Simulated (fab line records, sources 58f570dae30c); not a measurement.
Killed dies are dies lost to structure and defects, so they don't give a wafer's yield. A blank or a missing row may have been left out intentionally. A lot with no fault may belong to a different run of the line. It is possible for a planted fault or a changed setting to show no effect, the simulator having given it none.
Which tool was responsible? || flow berkeleyCmos170 || 6 lots, 18 wafers sampled, at 2 steps of a route of 331

## WHAT THE GAUGES READ, wafer by wafer
UCB170_ACTIVE_CD_MEAS_13 targets a cd of 1200 nm.
{"lot": "L420", "measured": "day 5 09:59", "on": "cdSem-02", "cdNm (nm)": "1197.8 1198.6 1197.9"}
{"lot": "L421", "measured": "day 5 21:28", "on": "cdSem-01", "cdNm (nm)": "1201.6 1200.9 1200.7"}
{"lot": "L423", "measured": "day 6 11:01", "on": "cdSem-01", "cdNm (nm)": "1203.5 1203.3 1202.9"}
{"lot": "L427", "measured": "day 7 02:35", "on": "cdSem-01", "cdNm (nm)": "1198.6 1198.1 1198.2"}
{"lot": "L437", "measured": "day 8 20:04", "on": "cdSem-01", "cdNm (nm)": "1200.4 1201.7 1202.5"}
{"lot": "L439", "measured": "day 9 08:30", "on": "cdSem-02", "cdNm (nm)": "1201.0 1200.7 1201.3"}

## WHICH TOOL RAN EACH LOT (tool, then ch and the chambers of the sampled wafers, then the start)
{"lot": "L420", "UCB170_ACTIVE_EXPOSE_10": "krfScanner-02 ch 0, day 5 09:17"}
{"lot": "L421", "UCB170_ACTIVE_EXPOSE_10": "krfScanner-02 ch 0, day 5 20:59"}
{"lot": "L423", "UCB170_ACTIVE_EXPOSE_10": "krfScanner-01 ch 0, day 6 10:37"}
{"lot": "L427", "UCB170_ACTIVE_EXPOSE_10": "krfScanner-02 ch 0, day 7 01:58"}
{"lot": "L437", "UCB170_ACTIVE_EXPOSE_10": "krfScanner-01 ch 0, day 8 19:40"}
{"lot": "L439", "UCB170_ACTIVE_EXPOSE_10": "krfScanner-01 ch 0, day 9 07:57"}
- UCB170_ACTIVE_EXPOSE_10: exposes mask ACTIVE, target cd 1200 nm.

## THE ANSWER, worked out from the rows above alone
Rule: the lots themselves supply what counts as usual. Put in order of their means at a reading, lots are off if they are a third of the lots or fewer, leave a main group of 4 or more, and stand apart from it by a gap of 3 or more times the standard deviation of the main group's means; of several such gaps the widest counts. If all means in a main group match to the digits the tables above print for the reading, that group is not used. Also off: a lot with no number at a reading for which 4 or more lots have one. The other lots that the step has rows for count as sound.
None of the lots is off at any reading shown; this tells nothing.

## WHAT THE SIMULATOR HAD INSERTED
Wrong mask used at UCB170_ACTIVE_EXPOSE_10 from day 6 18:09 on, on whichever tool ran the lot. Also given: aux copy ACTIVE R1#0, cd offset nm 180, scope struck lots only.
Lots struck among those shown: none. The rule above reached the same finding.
